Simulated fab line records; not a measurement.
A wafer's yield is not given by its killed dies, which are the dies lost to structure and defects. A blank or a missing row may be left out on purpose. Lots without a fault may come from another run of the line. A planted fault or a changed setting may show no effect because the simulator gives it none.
The tool behind it: which one?    flow berkeley cmos170    Sampling: 15 lots, 44 wafers, 3 of 331 route steps

## WHAT EACH GAUGE READ, for each wafer
UCB170_M2_CD_MEAS_15: the cd target is 700 nm.
lot   measured      on         cd nm (nm)
L837  day 7 16:32   cd sem-02  700.2 700.0 700.8
L838  day 8 08:17   cd sem-02  698.8 698.6 698.5
L839  day 8 08:28   cd sem-01  701.8 702.5 701.8
L842  day 9 00:20   cd sem-01  700.3 701.2 701.2
L840  day 9 00:34   cd sem-01  699.0 698.5 698.8
L843  day 9 06:04   cd sem-01  700.2 699.5 698.9
L847  day 10 05:33  cd sem-01  698.9 699.8 700.2
L850  day 10 05:47  cd sem-02  755.8 754.0 755.0 755.3 754.5 755.1
L849  day 10 06:33  cd sem-01  758.0 758.2
L852  day 10 23:45  cd sem-02  755.2 753.9 755.8 755.7 754.1 755.4
L853  day 11 00:15  cd sem-02  701.8 701.9 701.1
L856  day 12 00:44  cd sem-02  699.5 698.3 699.3
L857  day 12 00:47  cd sem-01  698.3 698.9 700.4
L858  day 12 01:03  cd sem-02  700.0 698.7 697.6
L859  day 12 02:26  cd sem-01  701.1 700.1 699.9

UCB170_M2_CD_MEAS_90: the cd target is 700 nm.
lot   measured      on         cd nm (nm)
L837  day 7 17:01   cd sem-02  700.0 700.1 700.5
L838  day 8 08:46   cd sem-02  700.1 698.9 698.1
L839  day 8 08:57   cd sem-01  698.3 699.1 700.7
L842  day 9 00:56   cd sem-01  700.6 698.8 698.8
L840  day 9 01:14   cd sem-01  703.6 702.0 700.4
L843  day 9 06:47   cd sem-01  702.4 700.1 698.3
L847  day 10 06:02  cd sem-02  702.3 702.4 704.0
L850  day 10 11:01  cd sem-01  755.1 751.3 753.4
L849  day 10 07:02  cd sem-02  758.0 758.7
L852  day 11 01:57  cd sem-01  753.8 752.1 756.6 754.2 752.3 756.8
L853  day 11 00:44  cd sem-01  699.7 699.0 698.5
L856  day 12 01:13  cd sem-02  696.6 697.3 699.7
L857  day 12 01:17  cd sem-01  696.5 700.4 699.1
L858  day 12 01:43  cd sem-02  700.3 695.8 697.7
L859  day 12 02:55  cd sem-02  696.4 701.9 696.2

## TOOL THAT RAN EACH LOT (tool first, then ch and the chambers of the sampled wafers, then the start)
lot   UCB170_M2_PEB_13
L837  litho track-04 ch 0, day 7 16:16
L838  litho track-02 ch 0, day 8 08:01
L839  litho track-04 ch 0, day 8 08:11
L842  litho track-02 ch 0, day 9 00:04
L840  litho track-01 ch 0, day 9 00:17
L843  litho track-02 ch 0, day 9 05:43
L847  litho track-01 ch 0, day 10 05:17
L850  litho track-04 ch 0, day 10 05:32
L849  litho track-04 ch 0, day 10 06:17
L852  litho track-04 ch 0, day 10 23:28
L853  litho track-02 ch 0, day 10 23:59
L856  litho track-02 ch 0, day 12 00:28
L857  litho track-01 ch 0, day 12 00:32
L858  litho track-01 ch 0, day 12 00:47
L859  litho track-01 ch 0, day 12 02:10
- UCB170_M2_PEB_13

## WHAT THE TOOLS THEMSELVES READ (means of the sampled wafers that have a number; where no wafer has one, the mark that the record gives instead)
UCB170_M2_PEB_13.
lot   tool            heater power total W (W)  plate temp C (C)
L837  litho track-04  56.82                     130.11
L838  litho track-02  56.73                     130.09
L839  litho track-04  56.84                     130.27
L842  litho track-02  56.73                     129.86
L840  litho track-01  56.80                     130.04
L843  litho track-02  56.76                     129.99
L847  litho track-01  56.79                     129.98
L850  litho track-04  53.15                     123.49
L849  litho track-04  53.14                     123.73
L852  litho track-04  53.12                     123.64
L853  litho track-02  56.80                     130.03
L856  litho track-02  56.78                     129.80
L857  litho track-01  56.84                     130.29
L858  litho track-01  56.83                     129.85
L859  litho track-01  56.81                     129.84

## THE ANSWER, worked out from the rows above alone
Rule: the lots themselves supply what counts as usual. Put in order of their means at a reading, lots are off if they are a third of the lots or fewer, leave a main group of 4 or more, and stand apart from it by a gap of 3 or more times the standard deviation of the main group's means; of several such gaps the widest counts. If all means in a main group match to the digits the tables above print for the reading, that group is not used. Also off: a lot with no number at a reading for which 4 or more lots have one. Any other lot the step has rows for is counted as sound. Order of review: gauges by route order, followed by the tools' own readings, for which a lot's mean as printed above is used. At the first step where some lot is off, the reading lying furthest off is the one used; lots without a number count as furthest.
Off, at UCB170_M2_CD_MEAS_15 on cd nm: L850, L849, L852. Main group: mean 699.9 nm, sd 1.1.
If a tool, at a process step before that reading, ran all the lots that are off and no sound lot after the first of them, it fits. Not tried: the gauges at UCB170_M2_CD_MEAS_15; whatever is off there is also off at UCB170_M2_PEB_13, on other tools, and gauge error can't account for it. One candidate fits, namely litho track-04 at UCB170_M2_PEB_13. Its last sound lot is L839 (day 8 08:11), its first lot that is off L850 (day 10 05:32): a fault that began between those two fits.
The tool's own readings at UCB170_M2_PEB_13 bear it out: on the lots that are off they differ by more than 5 times the standard deviation of the sound lots' means. heater power total W reads 53.14 W there against 56.79 W on the sound lots; plate temp C reads 123.62 C there against 130.01 C on the sound lots.

## WHAT WAS PUT IN BY THE SIMULATOR
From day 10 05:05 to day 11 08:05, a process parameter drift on litho track-04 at UCB170_M2_PEB_13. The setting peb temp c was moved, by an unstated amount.
Lots struck among those shown: L850, L849, L852. The rule given above showed the same thing.
